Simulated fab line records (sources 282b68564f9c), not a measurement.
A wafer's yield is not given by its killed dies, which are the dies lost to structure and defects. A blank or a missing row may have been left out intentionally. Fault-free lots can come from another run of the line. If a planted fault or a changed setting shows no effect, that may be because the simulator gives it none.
Which tool is to blame? -- flow rit_cmos -- Sampling: 13 lots, 39 wafers, 6 of 202 route steps

## WHAT EACH GAUGE READ, for each wafer
RIT_NRETRO_TW_MEAS_10. Usual: NRETRO_TW typically reads 1051, with standard deviation 9.
lot,measured,on,NRETRO_TW,flag
L529,day 2 16:50,film_metro-04,1040 1039 1046,
L530,day 2 17:20,film_metro-03,1067 1064 1065,
L532,day 3 01:56,film_metro-03,1059 1060 1061,
L534,day 3 09:56,film_metro-03,1059 1062 1059,
L538,day 4 05:31,film_metro-04,1050 1041 1047,
L540,day 4 15:42,film_metro-02,1047 1049 1049,
L542,day 5 00:45,film_metro-03,1064 1061 1063,
L544,day 5 16:11,film_metro-04,1038 1044 1041,
L546,day 5 23:25,film_metro-03,1056 1062 1062,
L548,day 6 10:08,film_metro-02,1048 1050 1053,
L550,day 6 18:55,film_metro-04,1037 1044 1040,
L551,day 7 00:08,film_metro-02,1053 1045 1052,
L552,day 7 05:40,film_metro-04,1036 1036 1037,

RIT_REOX_THK_MEAS_04. Usual: REOX_OXIDE_THK typically reads 25.5 nm, with standard deviation 0.46.
lot,measured,on,REOX_OXIDE_THK (nm),flag
L529,day 3 07:07,film_metro-01,25.5 25.7 25.6,
L530,day 3 09:40,film_metro-01,25.2 25.7 25.7,
L532,day 3 14:39,film_metro-01,25.4 25.7 25.9,
L534,day 3 23:10,film_metro-02,25.4 25.9 25.3,
L538,day 4 16:51,film_metro-01,25.9 25.7 25.8,
L540,day 5 09:22,film_metro-04,26.1 26.1 26.1,
L542,day 5 16:13,film_metro-01,25.4 25.1 25.6,
L544,day 6 03:48,film_metro-02,25.1 25.1 25.2,
L546,day 6 12:34,film_metro-02,25.8 25.9 25.4,
L548,day 6 20:28,film_metro-01,26.0 25.4 25.7,
L550,day 7 07:05,film_metro-01,25.1 24.5 24.8,
L551,day 7 11:36,film_metro-01,24.7 24.7 24.9,
L552,day 7 17:36,film_metro-01,25.1 25.1 25.6,

RIT_M1_RS_MEAS_01: uses a four-point probe to measure. Usual: M1_AL_RS typically reads 0.0735 ohm/sq, with standard deviation 0.00081.
lot,measured,on,M1_AL_RS (ohm/sq),flag
L529,day 3 20:23,film_metro-04,0.0741 0.0738 0.0728,
L530,day 3 23:07,film_metro-04,0.0731 0.0735 0.0740,
L532,day 4 03:49,film_metro-04,0.0731 0.0728 0.0739,
L534,day 4 12:04,film_metro-04,0.0741 0.0728 0.0741,
L538,day 5 05:11,film_metro-02,0.0756 0.0738 0.0782,
L540,day 5 22:10,film_metro-02,0.0731 0.0716 0.0728,
L542,day 6 05:05,film_metro-03,0.0741 0.0739 0.0741,
L544,day 6 16:47,film_metro-04,0.0724 0.0728 0.0717,
L546,day 7 01:14,film_metro-04,0.0738 0.0729 0.0724,
L548,day 7 09:28,film_metro-03,0.0719 0.0736 0.0731,
L550,day 7 20:17,film_metro-03,0.0731 0.0741 0.0745,
L551,day 8 01:05,film_metro-03,0.0735 0.0734 0.0730,
L552,day 8 06:29,film_metro-02,0.0739 0.0740 0.0747,

RIT_M1_THK_MEAS_02: measures by xrf. Usual: M1_AL_THK typically reads 394 nm, with standard deviation 5.
lot,measured,on,M1_AL_THK (nm),flag
L529,day 3 20:29,film_metro-04,393 393 399,
L530,day 3 23:13,film_metro-04,397 393 389,
L532,day 4 03:56,film_metro-04,397 399 395,
L534,day 4 12:11,film_metro-04,393 401 393,
L538,day 5 05:17,film_metro-02,381 391 373,
L540,day 5 22:17,film_metro-02,395 403 395,
L542,day 6 05:11,film_metro-03,393 393 392,
L544,day 6 16:55,film_metro-04,402 399 406,
L546,day 7 01:21,film_metro-04,390 399 400,
L548,day 7 09:33,film_metro-03,406 396 399,
L550,day 7 20:23,film_metro-03,398 394 392,
L551,day 8 01:11,film_metro-03,395 397 399,
L552,day 8 06:36,film_metro-02,388 389 386,

## TOOL THAT RAN EACH LOT (tool first, then ch and the chambers of the sampled wafers, then the start)
lot,RIT_NSD_STRIP_09,RIT_M1_SPUTTER_00
L529,"plasma_asher-02 ch 0, day 3 14:15","pvd_sputter-02, day 3 20:04"
L530,"plasma_asher-04 ch 0,1, day 3 16:59","pvd_sputter-03, day 3 22:46"
L532,"plasma_asher-03 ch 0,1, day 3 21:52","pvd_sputter-02, day 4 03:31"
L534,"plasma_asher-04 ch 0,1, day 4 06:06","pvd_sputter-02, day 4 11:46"
L538,"plasma_asher-03 ch 0,1, day 4 23:32","pvd_sputter-03, day 5 04:52"
L540,"plasma_asher-03 ch 0,1, day 5 16:28","pvd_sputter-04, day 5 21:52"
L542,"plasma_asher-02 ch 0,1, day 5 23:14","pvd_sputter-02, day 6 04:44"
L544,"plasma_asher-04 ch 0,1, day 6 11:02","pvd_sputter-02, day 6 16:30"
L546,"plasma_asher-03 ch 0,1, day 6 19:23","pvd_sputter-02, day 7 00:56"
L548,"plasma_asher-03 ch 0,1, day 7 03:49","pvd_sputter-04, day 7 09:07"
L550,"plasma_asher-04 ch 0,1, day 7 14:07","pvd_sputter-02, day 7 19:58"
L551,"plasma_asher-03 ch 0,1, day 7 18:32","pvd_sputter-04, day 8 00:44"
L552,"plasma_asher-04 ch 0,1, day 8 00:25","pvd_sputter-03, day 8 06:11"
- RIT_NSD_STRIP_09: strips in O2, time 180 s.
- RIT_M1_SPUTTER_00: material Al, target thk 400 nm, time 500 s.

## WHAT THE TOOLS THEMSELVES READ (means of the sampled wafers that have a number; where no wafer has one, the mark that the record gives instead)
RIT_NSD_STRIP_09. Usual: drypump_motor_current_A reads 5.9 A (standard deviation 0.48).
lot,tool,drypump_motor_current_A (A),flag
L529,plasma_asher-02,6.5,
L530,plasma_asher-04,6.0,
L532,plasma_asher-03,5.1,
L534,plasma_asher-04,6.0,
L538,plasma_asher-03,5.2,
L540,plasma_asher-03,5.2,
L542,plasma_asher-02,6.4,
L544,plasma_asher-04,6.0,
L546,plasma_asher-03,5.2,
L548,plasma_asher-03,5.1,
L550,plasma_asher-04,6.0,
L551,plasma_asher-03,5.1,
L552,plasma_asher-04,6.0,

RIT_M1_SPUTTER_00. Usual: chamber_pressure_pa 0.4001 Pa, standard deviation 0.00087; throttle_valve_pct 30.0 %, standard deviation 1.1.
lot,tool,chamber_pressure_pa (Pa),throttle_valve_pct (%),flag
L529,pvd_sputter-02,0.4002,30.9,
L530,pvd_sputter-03,0.4003,29.3,
L532,pvd_sputter-02,0.3994,30.7,
L534,pvd_sputter-02,0.3992,31.8,
L538,pvd_sputter-03,0.4313,28.4,OFF
L540,pvd_sputter-04,0.4001,31.5,
L542,pvd_sputter-02,0.3999,29.4,
L544,pvd_sputter-02,0.4002,30.0,
L546,pvd_sputter-02,0.4009,30.8,
L548,pvd_sputter-04,0.4000,30.5,
L550,pvd_sputter-02,0.4001,29.9,
L551,pvd_sputter-04,0.4001,29.9,
L552,pvd_sputter-03,0.4009,29.8,

## THE ANSWER, worked out from the rows above alone
Rule: lot off if the mean of its wafers having a number is beyond 3 standard deviations from the usual mean. A lot without any number at a reading at which 4 lots or more have one is off too. Any other lot the step has rows for is counted as sound. Order of review: gauges by route order, followed by the tools' own readings, for which a lot's mean as printed above is used. At the first step where some lot is off, the reading lying furthest off is the one used; lots without a number count as furthest.
Off, at RIT_M1_SPUTTER_00 on chamber_pressure_pa: L538.
A tool fits if, at that step or a process step before it, it ran every lot that is off, and no sound lot after the first of them. Not one of the candidates tried fits.

## WHAT THE SIMULATOR PUT IN
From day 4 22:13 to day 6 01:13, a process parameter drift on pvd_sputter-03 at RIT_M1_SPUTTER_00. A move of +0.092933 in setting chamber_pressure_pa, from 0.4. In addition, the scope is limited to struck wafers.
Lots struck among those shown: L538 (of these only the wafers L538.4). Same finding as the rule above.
